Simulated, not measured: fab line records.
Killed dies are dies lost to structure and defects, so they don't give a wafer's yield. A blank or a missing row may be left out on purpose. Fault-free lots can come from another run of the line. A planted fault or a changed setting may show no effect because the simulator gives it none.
fab line records | flow berkeley-cmos170 | part 1 of 2: steps 1 to 31 of 44
record: lots: 5 | wafers: 15 | last-day: 13
route steps=331 shown ACTIVE@74 PFIELD@79 FIELD@89 SACOX@97 SCREENOX@100 NVT@104 PVT@115
lots that met no fault: from a run of the same line without faults
start-h: start of the lot's first displayed wafer, in hours after the record's first day | wait-h: hours since the lot's step before | " same as the row above | L1.1+2: one row covering several wafers at once | - no value present, or no start provided | * or withheld: withheld | < > ~ a bound
route shown NAME@n: names a module that has steps shown in the file, with the first one's number in the route | usual: average and standard deviation across the fault-free wafers | same: alike in all rows | chamber/n: place in a boat | sites: per-site readings | _std_site: standard deviation of those values | _edge_site: outer sites' mean less inner sites' | radius-mm: for every site, how far away it sits from the centre of the wafer | mask NAME#n: copy n | behind: the tool/chamber that last shaped the wafer | hold: why the lot was held/for how many hours/how that ended | device: whichever transistor did not switch (one of n, p or np) | end of line: at the end of the route, the tests of the same wafers | step lacking rows: just its recipe | killed: the dies lost at the first sort to structure and to defects; this is not the yield of the wafer | map: per-die view of a wafer (x killed, . not killed, _ where there is no die)
set.NAME: the run value of the setting; set.NAME@STEP: its run value at that earlier step | model.NAME: the simulator's own value behind a step, which no gauge read
lots seen at some steps along the route; tables by step, rows by wafer
services: a tool's chamber out of use, with start hour (start-h, from the record's first day; less than 0 if before it), hours out, and reason
== steps ==
step: UCB170_ACTIVE_OVL_MEAS_14
usual: ACTIVE_OVL: 3/5.8
lot.wafer | tool       | chamber | start-h | wait-h | ACTIVE_OVL[nm]
L075.1    | overlay-02 | -       | 87.36   | 0.1    | -3
L075.2    | "          | -       | "       | "      | -3
L075.6    | "          | -       | "       | "      | -3
L077.4    | overlay-02 | -       | 111.60  | 0.1    | 4
L077.5    | "          | -       | "       | "      | 2
L077.6    | "          | -       | "       | "      | 6
L084.1    | overlay-01 | -       | 144.97  | 0.1    | -3
L084.3    | "          | -       | "       | "      | 5
L084.4    | "          | -       | "       | "      | 10
L087.3    | overlay-01 | -       | 158.60  | 0.1    | 0
L087.4    | "          | -       | "       | "      | 0
L087.6    | "          | -       | "       | "      | 5
L093.3    | overlay-02 | -       | 191.31  | 0.1    | -2
L093.4    | "          | -       | "       | "      | 3
L093.5    | "          | -       | "       | "      | 2
step: UCB170_ACTIVE_ETCH_15
recipe: chemistry: CH3F/Ar/O2 | target: Si3N4 | stop-on: SiO2 | CH3F_flow_sccm: 20 | Ar_flow_sccm: 50 | O2_flow_sccm: 7 | pressure-mtorr: 50 | rf-w: 450 | target-depth-a: 2420 | over-etch-frac: 0.1 | time-s: 151
usual: drypump-motor-current-A: 5.8/0.31 | oes-product-au: 0.930/0.02 | throttle-valve-pct: 7.98/0.12
lot.wafer | tool        | chamber | start-h | wait-h | drypump-motor-current-A | oes-product-au | rf-hours-counter-h | throttle-valve-pct
L075.1    | rie-diel-03 | 1       | 87.40   | 0.0    | 5.2                     | 0.967          | 113                | 8.10
L075.2    | "           | 2       | "       | "      | 5.8                     | 0.932          | 102                | 8.12
L075.6    | "           | 3       | "       | "      | 5.4                     | 0.965          | -                  | 7.85
L077.4    | rie-diel-01 | 3       | 111.67  | 0.1    | 5.9                     | 0.961          | -                  | 8.06
L077.5    | "           | 2       | "       | "      | 6.4                     | 0.964          | -                  | 7.98
L077.6    | "           | 0       | "       | "      | 5.9                     | 0.916          | -                  | 8.11
L084.1    | rie-diel-02 | 3       | 145.00  | 0.0    | 5.9                     | 0.929          | 4                  | 7.78
L084.3    | "           | 2       | "       | "      | 5.6                     | 0.913          | 129                | 7.95
L084.4    | "           | 0       | "       | "      | 6.0                     | 0.921          | -                  | 7.88
L087.3    | rie-diel-02 | 3       | 158.62  | 0.0    | 6.0                     | 0.910          | 4                  | 7.79
L087.4    | "           | 2       | "       | "      | 5.6                     | 0.903          | 129                | 7.94
L087.6    | "           | 2       | "       | "      | 5.6                     | 0.910          | -                  | 7.94
L093.3    | rie-diel-01 | 1       | 191.34  | 0.0    | 5.9                     | 0.918          | 84                 | 7.83
L093.4    | "           | 3       | "       | "      | 5.9                     | 0.963          | 6                  | 8.07
L093.5    | "           | 1       | "       | "      | 5.9                     | 0.923          | -                  | 7.82
step: UCB170_ACTIVE_STRIP_16
recipe: chemistry: O2 | power-w: 400 | pressure-mtorr: 3500 | platen-temp-c: withheld | o2-flow-sccm: 400 | overash-fraction: 0.5
usual: drypump-motor-current-A: 6.0/0.55 | oes-product-au: 0.721/0.0042 | strip-time-to-endpoint-s: 18.12/0.084
lot.wafer | tool            | chamber | start-h | wait-h | drypump-motor-current-A | oes-product-au | rf-hours-counter-h | strip-time-to-endpoint-s
L075.1    | plasma-asher-04 | 0       | 87.50   | 0.1    | 6.5                     | 0.715          | 36                 | 18.10
L075.2    | "               | 1       | "       | "      | 6.2                     | 0.719          | 36                 | 18.18
L075.6    | "               | 0       | "       | "      | 6.6                     | 0.711          | -                  | 18.13
L077.4    | plasma-asher-02 | 0       | 111.75  | 0.0    | 5.8                     | 0.720          | -                  | 18.17
L077.5    | "               | 1       | "       | "      | 6.5                     | 0.720          | -                  | 18.28
L077.6    | "               | 0       | "       | "      | 5.7                     | 0.719          | -                  | 18.28
L084.1    | plasma-asher-04 | 0       | 145.10  | 0.1    | 6.5                     | 0.722          | 3                  | 18.21
L084.3    | "               | 1       | "       | "      | 6.1                     | 0.722          | -                  | 18.26
L084.4    | "               | 0       | "       | "      | 6.5                     | 0.720          | -                  | 18.14
L087.3    | plasma-asher-02 | 0       | 158.76  | 0.1    | 5.8                     | 0.720          | -                  | 17.98
L087.4    | "               | 1       | "       | "      | 6.5                     | 0.716          | -                  | 18.14
L087.6    | "               | 0       | "       | "      | 5.8                     | 0.720          | -                  | 18.11
L093.3    | plasma-asher-04 | 1       | 191.47  | 0.1    | 6.1                     | 0.725          | -                  | 18.06
L093.4    | "               | 0       | "       | "      | 6.5                     | 0.726          | -                  | 18.12
L093.5    | "               | 1       | "       | "      | 6.1                     | 0.715          | -                  | 18.13
step: UCB170_ACTIVE_CD_MEAS_90
recipe: target-cd-nm: 1200
usual: cd-nm: 1199.8/1.3
lot.wafer | tool      | chamber | start-h | wait-h | cd-nm
L075.1    | cd-sem-02 | -       | 87.60   | 0.1    | 1199.1
L075.2    | "         | -       | "       | "      | 1197.6
L075.6    | "         | -       | "       | "      | 1197.8
L077.4    | cd-sem-01 | -       | 111.88  | 0.1    | 1198.4
L077.5    | "         | -       | "       | "      | 1199.0
L077.6    | "         | -       | "       | "      | 1200.7
L084.1    | cd-sem-02 | -       | 145.20  | 0.1    | 1199.3
L084.3    | "         | -       | "       | "      | 1200.3
L084.4    | "         | -       | "       | "      | 1200.7
L087.3    | cd-sem-01 | -       | 158.86  | 0.1    | 1199.8
L087.4    | "         | -       | "       | "      | 1197.9
L087.6    | "         | -       | "       | "      | 1197.9
L093.3    | cd-sem-01 | -       | 191.58  | 0.1    | 1199.6
L093.4    | "         | -       | "       | "      | 1199.8
L093.5    | "         | -       | "       | "      | 1199.5
step: UCB170_ACTIVE_CLEAN_17
recipe: chemistry: SPM | temp-c: 120 | time-s: 600
lot.wafer  | tool         | chamber | start-h | wait-h
L075.1+2+6 | wet-bench-04 | 2       | 87.72   | 0.1
L077.4+5+6 | wet-bench-04 | 0       | 112.80  | 0.9
L084.1+3+4 | wet-bench-03 | 1       | 145.34  | 0.1
L087.3+4+6 | wet-bench-02 | 2       | 159.02  | 0.1
L093.3+4+5 | wet-bench-03 | 1       | 191.66  | 0.1
step: UCB170_PFIELD_HMDS_00
recipe: prime-time-s: 60 | prime-temp-c: 100
lot.wafer  | tool           | chamber | start-h | wait-h
L075.1+2+6 | litho-track-03 | 0       | 88.10   | 0.2
L077.4+5+6 | litho-track-01 | 0       | 113.42  | 0.4
L084.1+3+4 | litho-track-04 | 0       | 145.75  | 0.2
L087.3+4+6 | litho-track-01 | 0       | 159.28  | 0.1
L093.3+4+5 | litho-track-01 | 0       | 191.90  | 0.1
step: UCB170_PFIELD_COAT_01
recipe: resist: KrF | spin-rpm: 1500 | resist-thk-nm: 900
lot.wafer  | tool           | chamber | start-h | wait-h
L075.1+2+6 | litho-track-03 | 0       | 88.25   | 0.1
L077.4+5+6 | litho-track-01 | 0       | 113.57  | 0.1
L084.1+3+4 | litho-track-04 | 0       | 145.90  | 0.1
L087.3+4+6 | litho-track-01 | 0       | 159.43  | 0.1
L093.3+4+5 | litho-track-01 | 0       | 192.05  | 0.1
step: UCB170_PFIELD_SOFTBAKE_02
recipe: resist: KrF | temp-c: 130 | time-s: 60
usual: heater-power-total-W: 56.80/0.049
lot.wafer | tool           | chamber | start-h | wait-h | heater-power-total-W
L075.1    | litho-track-03 | 0       | 88.40   | 0.1    | 56.79
L075.2    | "              | 0       | "       | "      | 56.85
L075.6    | "              | 0       | "       | "      | 56.81
L077.4    | litho-track-01 | 0       | 113.72  | 0.1    | 56.83
L077.5    | "              | 0       | "       | "      | 56.90
L077.6    | "              | 0       | "       | "      | 56.76
L084.1    | litho-track-04 | 0       | 146.05  | 0.1    | 56.81
L084.3    | "              | 0       | "       | "      | 56.79
L084.4    | "              | 0       | "       | "      | 56.79
L087.3    | litho-track-01 | 0       | 159.58  | 0.1    | 56.87
L087.4    | "              | 0       | "       | "      | 56.78
L087.6    | "              | 0       | "       | "      | 56.88
L093.3    | litho-track-01 | 0       | 192.20  | 0.1    | 56.84
L093.4    | "              | 0       | "       | "      | 56.79
L093.5    | "              | 0       | "       | "      | 56.87
step: UCB170_PFIELD_EXPOSE_03
recipe: mask-id: PFIELD | na: 0.5 | sigma-outer: 0.6 | source-shape: conventional | target-cd-nm: 1500 | dose-mj: 30
lot.wafer  | tool           | chamber | start-h | wait-h | mask
L075.1+2+6 | krf-scanner-01 | 0       | 88.67   | 0.2    | PFIELD#0
L077.4+5+6 | krf-scanner-01 | 0       | 113.87  | 0.1    | PFIELD#0
L084.1+3+4 | krf-scanner-02 | 0       | 146.25  | 0.2    | PFIELD#0
L087.3+4+6 | krf-scanner-02 | 0       | 160.09  | 0.5    | PFIELD#0
L093.3+4+5 | krf-scanner-02 | 0       | 192.47  | 0.2    | PFIELD#0
step: UCB170_PFIELD_PEB_04
recipe: peb-temp-c: 130 | peb-time-s: withheld | resist: KrF
usual: heater-power-total-W: 56.81/0.046
lot.wafer | tool           | chamber | start-h | wait-h | heater-power-total-W
L075.1    | litho-track-03 | 0       | 88.79   | 0.1    | 56.81
L075.2    | "              | 0       | "       | "      | 56.81
L075.6    | "              | 0       | "       | "      | 56.81
L077.4    | litho-track-03 | 0       | 114.07  | 0.2    | 56.81
L077.5    | "              | 0       | "       | "      | 56.82
L077.6    | "              | 0       | "       | "      | 56.86
L084.1    | litho-track-03 | 0       | 146.50  | 0.2    | 56.79
L084.3    | "              | 0       | "       | "      | 56.76
L084.4    | "              | 0       | "       | "      | 56.81
L087.3    | litho-track-01 | 0       | 160.21  | 0.1    | 56.76
L087.4    | "              | 0       | "       | "      | 56.78
L087.6    | "              | 0       | "       | "      | 56.76
L093.3    | litho-track-01 | 0       | 192.59  | 0.1    | 56.78
L093.4    | "              | 0       | "       | "      | 56.89
L093.5    | "              | 0       | "       | "      | 56.84
step: UCB170_PFIELD_DEVELOP_05
recipe: developer: TMAH | develop-time-s: 45 | resist: KrF | dev-temp-c: 21
lot.wafer  | tool           | chamber | start-h | wait-h
L075.1+2+6 | litho-track-03 | 0       | -       | -
L077.4+5+6 | litho-track-03 | 0       | -       | -
L084.1+3+4 | litho-track-03 | 0       | -       | -
L087.3+4+6 | litho-track-01 | 0       | -       | -
L093.3+4+5 | litho-track-01 | 0       | -       | -
step: UCB170_PFIELD_OVL_MEAS_06
usual: PFIELD_OVL: 2/5.9
lot.wafer | tool       | chamber | start-h | wait-h | PFIELD_OVL[nm]
L075.1    | overlay-01 | -       | 89.06   | -      | 2
L075.2    | "          | -       | "       | "      | -9
L075.6    | "          | -       | "       | "      | -7
L077.4    | overlay-02 | -       | 114.29  | -      | 1
L077.5    | "          | -       | "       | "      | 3
L077.6    | "          | -       | "       | "      | 1
L084.1    | overlay-02 | -       | 146.78  | -      | 14
L084.3    | "          | -       | "       | "      | 6
L084.4    | "          | -       | "       | "      | 9
L087.3    | overlay-02 | -       | 160.45  | -      | 4
L087.4    | "          | -       | "       | "      | 8
L087.6    | "          | -       | "       | "      | -3
L093.3    | overlay-01 | -       | 192.83  | -      | 3
L093.4    | "          | -       | "       | "      | -3
L093.5    | "          | -       | "       | "      | 0
step: UCB170_PFIELD_IMPLANT_07
recipe: species: B | dose-cm2: 2.036e+13 | energy-kev: 80 | tilt-deg: 7
lot.wafer  | tool         | chamber | start-h | wait-h
L075.1+2+6 | implanter-01 | 0       | 89.10   | 0.0
L077.4+5+6 | implanter-04 | 0       | 114.39  | 0.1
L084.1+3+4 | implanter-04 | 0       | 146.82  | 0.0
L087.3+4+6 | implanter-04 | 0       | 160.53  | 0.1
L093.3+4+5 | implanter-04 | 0       | 192.90  | 0.1
step: UCB170_PFIELD_STRIP_08
recipe: chemistry: O2 | power-w: 400 | pressure-mtorr: 3500 | platen-temp-c: withheld | o2-flow-sccm: 400 | overash-fraction: 0.5
usual: drypump-motor-current-A: 5.7/0.63 | oes-product-au: 0.735/0.0047 | strip-time-to-endpoint-s: 21.67/0.062
lot.wafer | tool            | chamber | start-h | wait-h | drypump-motor-current-A | oes-product-au | rf-hours-counter-h | strip-time-to-endpoint-s
L075.1    | plasma-asher-04 | 0       | 89.25   | 0.1    | 6.5                     | 0.740          | 36                 | 21.71
L075.2    | "               | 1       | "       | "      | 6.1                     | 0.724          | 36                 | 21.73
L075.6    | "               | 1       | "       | "      | 6.1                     | 0.731          | -                  | 21.74
L077.4    | plasma-asher-03 | 1       | 114.49  | 0.1    | 4.8                     | 0.734          | -                  | 21.75
L077.5    | "               | 0       | "       | "      | 6.0                     | 0.738          | -                  | 21.64
L077.6    | "               | 1       | "       | "      | 4.8                     | 0.731          | -                  | 21.74
L084.1    | plasma-asher-03 | 0       | 146.97  | 0.1    | 6.0                     | 0.736          | 40                 | 21.65
L084.3    | "               | 0       | "       | "      | 6.0                     | 0.736          | -                  | 21.62
L084.4    | "               | 1       | "       | "      | 4.8                     | 0.743          | -                  | 21.62
L087.3    | plasma-asher-01 | 1       | 160.66  | 0.1    | 5.2                     | 0.745          | -                  | 21.57
L087.4    | "               | 0       | "       | "      | 6.3                     | 0.724          | -                  | 21.61
L087.6    | "               | 1       | "       | "      | 5.2                     | 0.731          | -                  | 21.61
L093.3    | plasma-asher-03 | 1       | 193.04  | 0.1    | 4.8                     | 0.737          | -                  | 21.71
L093.4    | "               | 0       | "       | "      | 6.0                     | 0.737          | -                  | 21.72
L093.5    | "               | 1       | "       | "      | 4.8                     | 0.744          | -                  | 21.69
step: UCB170_PFIELD_TW_MEAS_09
usual: PFIELD_TW: 607/3.2
lot.wafer | tool          | chamber | start-h | wait-h | PFIELD_TW
L075.1    | film-metro-01 | -       | 89.35   | 0.1    | 608
L075.2    | "             | -       | "       | "      | 609
L075.6    | "             | -       | "       | "      | 611
L077.4    | film-metro-01 | -       | 114.59  | 0.1    | 606
L077.5    | "             | -       | "       | "      | 609
L077.6    | "             | -       | "       | "      | 606
L084.1    | film-metro-02 | -       | 147.07  | 0.1    | 604
L084.3    | "             | -       | "       | "      | 601
L084.4    | "             | -       | "       | "      | 604
L087.3    | film-metro-03 | -       | 160.75  | 0.1    | 613
L087.4    | "             | -       | "       | "      | 611
L087.6    | "             | -       | "       | "      | 611
L093.3    | film-metro-01 | -       | 193.12  | 0.1    | 608
L093.4    | "             | -       | "       | "      | 607
L093.5    | "             | -       | "       | "      | 606
step: UCB170_FIELD_CLEAN_00
recipe: chemistry: dHF | dilution: 25:1 | time-s: 7.5
lot.wafer  | tool         | chamber | start-h | wait-h
L075.1+2+6 | wet-bench-01 | 1       | 89.41   | 0.1
L077.4+5+6 | wet-bench-01 | 1       | 114.62  | 0.0
L084.1+3+4 | wet-bench-01 | 2       | 147.13  | 0.1
L087.3+4+6 | wet-bench-04 | 3       | 161.21  | 0.5
L093.3+4+5 | wet-bench-01 | 0       | 193.16  | 0.0
step: UCB170_FIELD_OXIDATION_01
recipe: temp-c: 1000 | ambient: H2O | p-h2o-torr: 584.62 | target-thk-a: 5583 | ox-time-s: 7200
usual: spike-tc-centre-C: 1001.8/1.1
lot.wafer | tool       | chamber | start-h | wait-h | spike-tc-centre-C
L075.1    | furnace-02 | 0       | 93.67   | 4.3    | 1000.1
L075.2    | "          | 0       | "       | "      | 1000.4
L075.6    | "          | 0       | "       | "      | 1001.6
L077.4    | furnace-04 | 0       | 119.00  | 4.4    | 1002.7
L077.5    | "          | 0       | "       | "      | 1000.5
L077.6    | "          | 0       | "       | "      | 1001.9
L084.1    | furnace-02 | 0       | 149.42  | 2.3    | 1000.9
L084.3    | "          | 0       | "       | "      | 1002.0
L084.4    | "          | 0       | "       | "      | 1001.1
L087.3    | furnace-02 | 0       | 164.19  | 3.0    | 1000.5
L087.4    | "          | 0       | "       | "      | 1002.5
L087.6    | "          | 0       | "       | "      | 1001.9
L093.3    | furnace-04 | 0       | 199.15  | 6.0    | 1002.5
L093.4    | "          | 0       | "       | "      | 1003.0
L093.5    | "          | 0       | "       | "      | 1002.3
step: UCB170_FIELD_THK_MEAS_02
recipe: reads: SiO2_of_FIELD_OXIDATION_01
usual: FIELD_OXIDE_THK: 558/11
lot.wafer | tool          | chamber | start-h | wait-h | FIELD_OXIDE_THK[nm]
L075.1    | film-metro-01 | -       | 96.72   | 0.1    | 555
L075.2    | "             | -       | "       | "      | 554
L075.6    | "             | -       | "       | "      | 554
L077.4    | film-metro-03 | -       | 122.03  | 0.0    | 569
L077.5    | "             | -       | "       | "      | 570
L077.6    | "             | -       | "       | "      | 573
L084.1    | film-metro-01 | -       | 152.42  | 0.0    | 567
L084.3    | "             | -       | "       | "      | 559
L084.4    | "             | -       | "       | "      | 559
L087.3    | film-metro-03 | -       | 167.21  | 0.0    | 543
L087.4    | "             | -       | "       | "      | 563
L087.6    | "             | -       | "       | "      | 559
L093.3    | film-metro-01 | -       | 202.17  | 0.0    | 555
L093.4    | "             | -       | "       | "      | 557
L093.5    | "             | -       | "       | "      | 538
step: UCB170_FIELD_ANNEAL_03
recipe: temp-c: 1000 | time-s: 1200 | ambient: N2
usual: spike-tc-centre-C: 1002.3/1.1
lot.wafer | tool       | chamber | start-h | wait-h | spike-tc-centre-C
L075.1    | furnace-01 | 0       | 100.48  | 3.7    | 1002.6
L075.2    | "          | 0       | "       | "      | 1002.4
L075.6    | "          | 0       | "       | "      | 1003.1
L077.4    | furnace-01 | 0       | 127.95  | 5.9    | 1002.6
L077.5    | "          | 0       | "       | "      | 1002.3
L077.6    | "          | 0       | "       | "      | 1003.2
L084.1    | furnace-02 | 0       | 156.84  | 4.4    | 1002.4
L084.3    | "          | 0       | "       | "      | 1001.6
L084.4    | "          | 0       | "       | "      | 1002.7
L087.3    | furnace-04 | 0       | 170.87  | 3.7    | 1003.6
L087.4    | "          | 0       | "       | "      | 1000.7
L087.6    | "          | 0       | "       | "      | 1001.9
L093.3    | furnace-02 | 0       | 205.27  | 3.1    | 1001.6
L093.4    | "          | 0       | "       | "      | 1001.4
L093.5    | "          | 0       | "       | "      | 1002.3
step: UCB170_FIELD_WET_ETCH_04
recipe: chemistry: dHF | dilution: 10:1 | target: SiO2 | temp-c: 25 | time-s: 60
lot.wafer  | tool         | chamber | start-h | wait-h
L075.1+2+6 | wet-bench-01 | 2       | 101.82  | 0.0
L077.4+5+6 | wet-bench-04 | 1       | 129.28  | 0.0
L084.1+3+4 | wet-bench-01 | 1       | 158.26  | 0.1
L087.3+4+6 | wet-bench-04 | 1       | 172.21  | 0.0
L093.3+4+5 | wet-bench-01 | 0       | 206.76  | 0.2
step: UCB170_FIELD_WET_ETCH_05
recipe: chemistry: H3PO4 | target: Si3N4 | temp-c: 160 | time-s: 12600
lot.wafer  | tool         | chamber | start-h | wait-h
L075.1+2+6 | wet-bench-01 | 3       | 101.85  | 0.0
L077.4+5+6 | wet-bench-03 | 0       | 129.30  | 0.0
L084.1+3+4 | wet-bench-01 | 1       | 158.29  | 0.0
L087.3+4+6 | wet-bench-03 | 3       | 172.23  | 0.0
L093.3+4+5 | wet-bench-01 | 0       | 206.79  | 0.0
step: UCB170_FIELD_WET_ETCH_06
recipe: chemistry: BOE | dilution: 5:1 | target: SiO2 | temp-c: 25 | time-s: 22
lot.wafer  | tool         | chamber | start-h | wait-h
L075.1+2+6 | wet-bench-04 | 3       | 105.45  | 0.1
L077.4+5+6 | wet-bench-01 | 0       | 132.81  | 0.0
L084.1+3+4 | wet-bench-04 | 1       | 161.80  | 0.0
L087.3+4+6 | wet-bench-01 | 3       | 175.74  | 0.0
L093.3+4+5 | wet-bench-03 | 3       | 210.41  | 0.1
step: UCB170_FIELD_THK_MEAS_90
recipe: reads: SiO2_of_FIELD_OXIDATION_01
usual: FIELD_OXIDE_LEFT_1_THK: 441/11
lot.wafer | tool          | chamber | start-h | wait-h | FIELD_OXIDE_LEFT_1_THK[nm]
L075.1    | film-metro-03 | -       | 105.46  | 0.0    | 438
L075.2    | "             | -       | "       | "      | 438
L075.6    | "             | -       | "       | "      | 438
L077.4    | film-metro-01 | -       | 132.86  | 0.0    | 452
L077.5    | "             | -       | "       | "      | 454
L077.6    | "             | -       | "       | "      | 456
L084.1    | film-metro-04 | -       | 161.87  | 0.1    | 450
L084.3    | "             | -       | "       | "      | 442
L084.4    | "             | -       | "       | "      | 442
L087.3    | film-metro-04 | -       | 175.77  | 0.0    | 427
L087.4    | "             | -       | "       | "      | 448
L087.6    | "             | -       | "       | "      | 443
L093.3    | film-metro-01 | -       | 210.44  | 0.0    | 440
L093.4    | "             | -       | "       | "      | 443
L093.5    | "             | -       | "       | "      | 424
step: UCB170_SACOX_CLEAN_00
recipe: chemistry: dHF | dilution: 25:1 | time-s: 7.5
lot.wafer  | tool         | chamber | start-h | wait-h
L075.1+2+6 | wet-bench-02 | 3       | 105.52  | 0.1
L077.4+5+6 | wet-bench-01 | 3       | 132.89  | 0.0
L084.1+3+4 | wet-bench-03 | 1       | 161.93  | 0.1
L087.3+4+6 | wet-bench-01 | 2       | 175.81  | 0.0
L093.3+4+5 | wet-bench-01 | 3       | 210.67  | 0.2
step: UCB170_SACOX_OXIDATION_01
recipe: temp-c: 900 | ambient: O2 | target-thk-a: 144 | ox-time-s: 2400
usual: spike-tc-centre-C: 902.4/1.1
lot.wafer | tool       | chamber | start-h | wait-h | spike-tc-centre-C
L075.1    | furnace-04 | 0       | 105.80  | 0.3    | 902.5
L075.2    | "          | 0       | "       | "      | 903.5
L075.6    | "          | 0       | "       | "      | 902.5
L077.4    | furnace-01 | 0       | 137.33  | 4.4    | 900.9
L077.5    | "          | 0       | "       | "      | 902.9
L077.6    | "          | 0       | "       | "      | 903.8
L084.1    | furnace-04 | 0       | 166.62  | 4.7    | 902.9
L084.3    | "          | 0       | "       | "      | 901.9
L084.4    | "          | 0       | "       | "      | 901.5
L087.3    | furnace-04 | 0       | 179.04  | 3.2    | 903.3
L087.4    | "          | 0       | "       | "      | 902.5
L087.6    | "          | 0       | "       | "      | 903.4
L093.3    | furnace-01 | 0       | 214.21  | 3.5    | 901.4
L093.4    | "          | 0       | "       | "      | 903.6
L093.5    | "          | 0       | "       | "      | 903.7
step: UCB170_SACOX_THK_MEAS_02
recipe: reads: SiO2_of_SACOX_OXIDATION_01
usual: SACOX_OXIDE_THK: 14.5/0.31
lot.wafer | tool          | chamber | start-h | wait-h | SACOX_OXIDE_THK[nm]
L075.1    | film-metro-02 | -       | 107.46  | 0.0    | 14.4
L075.2    | "             | -       | "       | "      | 14.1
L075.6    | "             | -       | "       | "      | 14.5
L077.4    | film-metro-02 | -       | 139.06  | 0.1    | 14.1
L077.5    | "             | -       | "       | "      | 14.2
L077.6    | "             | -       | "       | "      | 14.1
L084.1    | film-metro-02 | -       | 168.29  | 0.0    | 14.6
L084.3    | "             | -       | "       | "      | 14.5
L084.4    | "             | -       | "       | "      | 14.4
L087.3    | film-metro-04 | -       | 180.73  | 0.0    | 14.1
L087.4    | "             | -       | "       | "      | 14.3
L087.6    | "             | -       | "       | "      | 14.2
L093.3    | film-metro-02 | -       | 215.90  | 0.0    | 14.7
L093.4    | "             | -       | "       | "      | 14.9
L093.5    | "             | -       | "       | "      | 14.9
step: UCB170_SCREENOX_WET_ETCH_00
recipe: chemistry: dHF | dilution: 25:1 | target: SiO2 | temp-c: 25 | time-s: 200
lot.wafer  | tool         | chamber | start-h | wait-h
L075.1+2+6 | wet-bench-01 | 3       | 107.52  | 0.1
L077.4+5+6 | wet-bench-01 | 0       | 139.09  | 0.0
L084.1+3+4 | wet-bench-01 | 2       | 168.35  | 0.1
L087.3+4+6 | wet-bench-01 | 2       | 180.77  | 0.0
L093.3+4+5 | wet-bench-01 | 1       | 215.94  | 0.0
step: UCB170_SCREENOX_OXIDATION_01
recipe: temp-c: 900 | ambient: O2 | target-thk-a: 144 | ox-time-s: 2400
usual: spike-tc-centre-C: 902.4/1.1
lot.wafer | tool       | chamber | start-h | wait-h | spike-tc-centre-C
L075.1    | furnace-01 | 0       | 114.13  | 6.5    | 904.0
L075.2    | "          | 0       | "       | "      | 901.3
L075.6    | "          | 0       | "       | "      | 903.4
L077.4    | furnace-01 | 0       | 142.85  | 3.7    | 903.0
L077.5    | "          | 0       | "       | "      | 903.8
L077.6    | "          | 0       | "       | "      | 902.5
L084.1    | furnace-02 | 0       | 171.29  | 2.9    | 902.1
L084.3    | "          | 0       | "       | "      | 900.7
L084.4    | "          | 0       | "       | "      | 901.7
L087.3    | furnace-04 | 0       | 186.16  | 5.3    | 901.4
L087.4    | "          | 0       | "       | "      | 903.5
L087.6    | "          | 0       | "       | "      | 900.1
L093.3    | furnace-02 | 0       | 222.97  | 7.0    | 901.8
L093.4    | "          | 0       | "       | "      | 901.1
L093.5    | "          | 0       | "       | "      | 903.8
step: UCB170_SCREENOX_THK_MEAS_02
recipe: reads: SiO2_of_SCREENOX_OXIDATION_01
usual: SCREENOX_OXIDE_THK: 14.33/0.27
lot.wafer | tool          | chamber | start-h | wait-h | SCREENOX_OXIDE_THK[nm]
L075.1    | film-metro-03 | -       | 115.80  | 0.0    | 14.03
L075.2    | "             | -       | "       | "      | 13.88
L075.6    | "             | -       | "       | "      | 14.05
L077.4    | film-metro-02 | -       | 144.54  | 0.0    | 14.33
L077.5    | "             | -       | "       | "      | 14.37
L077.6    | "             | -       | "       | "      | 14.16
L084.1    | film-metro-02 | -       | 172.95  | 0.0    | 14.56
L084.3    | "             | -       | "       | "      | 14.69
L084.4    | "             | -       | "       | "      | 14.40
L087.3    | film-metro-02 | -       | 187.84  | 0.0    | 14.31
L087.4    | "             | -       | "       | "      | 14.52
L087.6    | "             | -       | "       | "      | 14.38
L093.3    | film-metro-02 | -       | 224.66  | 0.0    | 14.33
L093.4    | "             | -       | "       | "      | 14.53
L093.5    | "             | -       | "       | "      | 14.36
step: UCB170_SCREENOX_ANNEAL_03
recipe: temp-c: 900 | time-s: 900 | ambient: N2
usual: spike-tc-centre-C: 902.2/1.2
lot.wafer | tool       | chamber | start-h | wait-h | spike-tc-centre-C
L075.1    | furnace-01 | 0       | 121.33  | 5.5    | 900.7
L075.2    | "          | 0       | "       | "      | 902.8
L075.6    | "          | 0       | "       | "      | 903.4
L077.4    | furnace-01 | 0       | 149.78  | 5.2    | 902.3
L077.5    | "          | 0       | "       | "      | 904.2
L077.6    | "          | 0       | "       | "      | 900.9
L084.1    | furnace-04 | 0       | 176.46  | 3.5    | 900.2
L084.3    | "          | 0       | "       | "      | 900.5
L084.4    | "          | 0       | "       | "      | 904.3
L087.3    | furnace-01 | 0       | 193.06  | 5.2    | 901.7
L087.4    | "          | 0       | "       | "      | 902.1
L087.6    | "          | 0       | "       | "      | 903.3
L093.3    | furnace-02 | 0       | 231.17  | 6.5    | 901.0
L093.4    | "          | 0       | "       | "      | 902.8
L093.5    | "          | 0       | "       | "      | 902.8
step: UCB170_NVT_HMDS_00
recipe: prime-time-s: 60 | prime-temp-c: 100
lot.wafer  | tool           | chamber | start-h | wait-h
L075.1+2+6 | litho-track-02 | 0       | 122.58  | 0.0
L077.4+5+6 | litho-track-01 | 0       | 151.10  | 0.1
L084.1+3+4 | litho-track-03 | 0       | 177.71  | 0.0
L087.3+4+6 | litho-track-02 | 0       | 194.36  | 0.1
L093.3+4+5 | litho-track-01 | 0       | 232.56  | 0.1
